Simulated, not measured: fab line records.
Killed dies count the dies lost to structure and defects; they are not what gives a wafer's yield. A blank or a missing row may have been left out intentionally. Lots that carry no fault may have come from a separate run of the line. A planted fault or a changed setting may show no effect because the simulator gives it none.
Commonality check across tools | flow berkeleyCmos170 | 14 lots, 48 wafers sampled

REASON FOR OPENING
2 of 14 lots carry a flag on the reading M1_AL_RS at UCB170_M1_RS_MEAS_01. No-fault wafers: 0.0483 ohm/sq, standard deviation 0.00052.
Rule: a lot gets a flag if all its wafers with a number sit over 4 standard deviations from that mean, or if no wafer of it has a number. As for the other lots, they are considered sound.

lot  | measured     | on           | M1_AL_RS (ohm/sq), wafer by wafer         | flag
L311 | day 8 16:30  | filmMetro-04 | 0.0474 0.0475 0.0477                      | 
L308 | day 8 17:01  | filmMetro-01 | 0.0491 0.0488 0.0487                      | 
L310 | day 8 19:14  | filmMetro-02 | 0.0493 0.0493 0.0493                      | 
L313 | day 8 20:19  | filmMetro-02 | 0.0478 0.0476 0.0475                      | 
L312 | day 8 21:43  | filmMetro-02 | 0.0482 0.0488 0.0482                      | 
L319 | day 10 05:52 | filmMetro-01 | 0.0486 0.0486 0.0491                      | 
L318 | day 10 12:52 | filmMetro-01 | 0.0481 0.0479 0.0482                      | 
L320 | day 10 20:22 | filmMetro-04 | 0.0482 0.0482 0.0483                      | 
L321 | day 10 23:17 | filmMetro-04 | 0.0237 0.0238 0.0238 0.0237 0.0237 0.0238 | FLAGGED
L323 | day 10 23:38 | filmMetro-04 | 0.0489 0.0492 0.0493                      | 
L325 | day 12 00:15 | filmMetro-01 | 0.0484 0.0480 0.0482                      | 
L326 | day 12 02:42 | filmMetro-02 | 0.0240 0.0241 0.0242 0.0240 0.0241 0.0242 | FLAGGED
L329 | day 12 09:54 | filmMetro-01 | 0.0482 0.0481 0.0481                      | 
L331 | day 12 19:46 | filmMetro-01 | 0.0479 0.0478 0.0479                      | 
The numbers of the flagged lots are 0.0239 ohm/sq on average: -0.0244 ohm/sq against the usual, or -47 standard deviations.

WHICH TOOL RAN EACH LOT
The record holds 2 process steps before the reading, out of a route of 331 steps. Each cell gives the tool, then ch followed by the chambers the sampled wafers passed through, then the start.
lot  | flag    | UCB170_CONTACT_STRIP_06             | UCB170_M1_SPUTTER_00
L311 |         | plasmaAsher-04 ch 0,1, day 8 14:10  | pvdSputter-04, day 8 16:24
L308 |         | plasmaAsher-03 ch 0,1, day 8 14:28  | pvdSputter-02, day 8 16:55
L310 |         | plasmaAsher-04 ch 0,1, day 8 15:56  | pvdSputter-02, day 8 19:10
L313 |         | plasmaAsher-03 ch 0,1, day 8 18:22  | pvdSputter-04, day 8 20:16
L312 |         | plasmaAsher-03 ch 0,1, day 8 19:37  | pvdSputter-03, day 8 21:39
L319 |         | plasmaAsher-01 ch 0,1, day 10 02:19 | pvdSputter-02, day 10 05:46
L318 |         | plasmaAsher-01 ch 0,1, day 10 07:28 | pvdSputter-04, day 10 12:46
L320 |         | plasmaAsher-03 ch 0,1, day 10 18:21 | pvdSputter-02, day 10 20:17
L321 | FLAGGED | plasmaAsher-04 ch 0,1, day 10 20:37 | pvdSputter-03, day 10 22:57
L323 |         | plasmaAsher-03 ch 0,1, day 10 21:02 | pvdSputter-02, day 10 23:35
L325 |         | plasmaAsher-01 ch 0,1, day 11 21:50 | pvdSputter-02, day 12 00:09
L326 | FLAGGED | plasmaAsher-04 ch 0,1, day 11 23:44 | pvdSputter-04, day 12 02:21
L329 |         | plasmaAsher-04 ch 0,1, day 12 07:56 | pvdSputter-03, day 12 09:50
L331 |         | plasmaAsher-01 ch 0,1, day 12 15:23 | pvdSputter-02, day 12 19:41
These steps, and what they do:
- UCB170_CONTACT_STRIP_06: strips in O2.
- UCB170_M1_SPUTTER_00: material Al, target thk 600 nm, time 80 s.
- UCB170_M1_RS_MEAS_01: measures by four-point-probe.

FLAGGED OVER TOTAL, TOOL BY TOOL (the gauges that took the reading come last)
step                    | tool           | lots run | flagged | share of the flagged lots | sound lots run after its first flagged lot
UCB170_CONTACT_STRIP_06 | plasmaAsher-01 | 4        | 0       | none                      | -
UCB170_CONTACT_STRIP_06 | plasmaAsher-03 | 5        | 0       | none                      | -
UCB170_CONTACT_STRIP_06 | plasmaAsher-04 | 5        | 2       | all                       | 1 (L329)
UCB170_M1_SPUTTER_00    | pvdSputter-02  | 7        | 0       | none                      | -
UCB170_M1_SPUTTER_00    | pvdSputter-03  | 3        | 1       | some                      | 1 (L329)
UCB170_M1_SPUTTER_00    | pvdSputter-04  | 4        | 1       | some                      | 0
UCB170_M1_RS_MEAS_01    | filmMetro-01   | 6        | 0       | none                      | -
UCB170_M1_RS_MEAS_01    | filmMetro-02   | 4        | 1       | some                      | 0
UCB170_M1_RS_MEAS_01    | filmMetro-04   | 4        | 1       | some                      | 1 (L323)

WHAT THE TABLE PERMITS
In the table, 1 row covers all flagged lots: plasmaAsher-04 at UCB170_CONTACT_STRIP_06.
- plasmaAsher-04 at UCB170_CONTACT_STRIP_06: 2 of its 5 lots flagged. Sound lots followed the first flagged one (L329) on it, something a lasting fault affecting the whole tool could not allow.
Every row of the table either missed a flagged lot or ran a sound lot after the first.

WHAT THE SIMULATOR PUT IN
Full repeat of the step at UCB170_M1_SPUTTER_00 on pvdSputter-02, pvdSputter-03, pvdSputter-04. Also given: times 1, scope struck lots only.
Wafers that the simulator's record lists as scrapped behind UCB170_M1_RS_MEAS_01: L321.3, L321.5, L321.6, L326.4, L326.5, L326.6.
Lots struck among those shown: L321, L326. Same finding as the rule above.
